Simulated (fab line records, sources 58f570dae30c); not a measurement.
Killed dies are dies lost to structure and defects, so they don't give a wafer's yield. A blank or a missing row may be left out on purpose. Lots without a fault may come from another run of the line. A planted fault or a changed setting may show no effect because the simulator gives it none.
Problem report in the 8D (eight disciplines) form, filled by code | flow berkeley_cmos170 | the parts of the form that need people (team, actions taken, sign-off) are left out

1. THE PROBLEM
tilt_deg at UCB170_PLDD_IMPLANT_09 reads a mean of 7.281 degrees on 6 wafers of 2 lots; wafers without a fault read 6.997 degrees with a standard deviation of 0.02. That is +14 standard deviations from the usual mean.
First seen on wafer L472.1, day 11 00:07, on implanter-01. The record holds 42 wafers of 14 lots with a number at this step. Rule for "out", or "out of limits": more than 4 standard deviations from the usual mean. The other wafers with a number count as sound.

2. WHAT IT IS AND WHAT IT IS NOT
question                    | is                     | is not
which readings at this step | tilt_deg               | -
which lots                  | L472, L476             | L455, L456, L457, L458, L459, L460, L461, L462, L465, L467, L468, L469
which wafers of those lots  | all that have a number | -
read on which tools         | implanter-01           | implanter-03, implanter-04
when                        | from day 11 00:07      | up to then (36 sound wafers)

3. SUSPECTS, AND WHAT RULES EACH OUT
Counting: a tool at a process step up to the reading stays a suspect if it ran every lot that is out and no sound lot after the first of them.
- implanter-01 at UCB170_PLDD_IMPLANT_09: kept. It ran every lot that is out, first L472 (day 11 00:07), and no sound lot after that; its last sound lot up to then is L468 (day 10 02:30). Its own readings are out on those wafers: tilt_deg.
Left after counting: implanter-01 at UCB170_PLDD_IMPLANT_09.

4. THE CAUSE (what the simulator had put in)
Process parameter drift: implanter-01, from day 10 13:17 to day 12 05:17, at UCB170_PLDD_IMPLANT_09. Setting tilt_deg, moved by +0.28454, from 7. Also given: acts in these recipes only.
Counting left only this tool.

5. THE CHAIN OF EFFECTS, in route order
Each row: a reading whose mean over the struck wafers that have a number lies more than 3 standard deviations from the usual. Only readings for which the record gives a usual standard deviation are gone through. hours: the time from each lot's start at the first step in this table that gives one to its start at this step, as a median over the lots. sigmas: the change in usual standard deviations.
hours | step                   | reading  | usual         | on struck wafers | change | sigmas
0     | UCB170_PLDD_IMPLANT_09 | tilt_deg | 6.997 degrees | 7.281            | +0.284 | +14
The process steps in it:
- UCB170_PLDD_IMPLANT_09

6. WHAT WOULD HAVE CAUGHT IT SOONER
In this record the first reading out of limits was taken at day 11 00:07, 11 hours after the fault began at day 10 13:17.
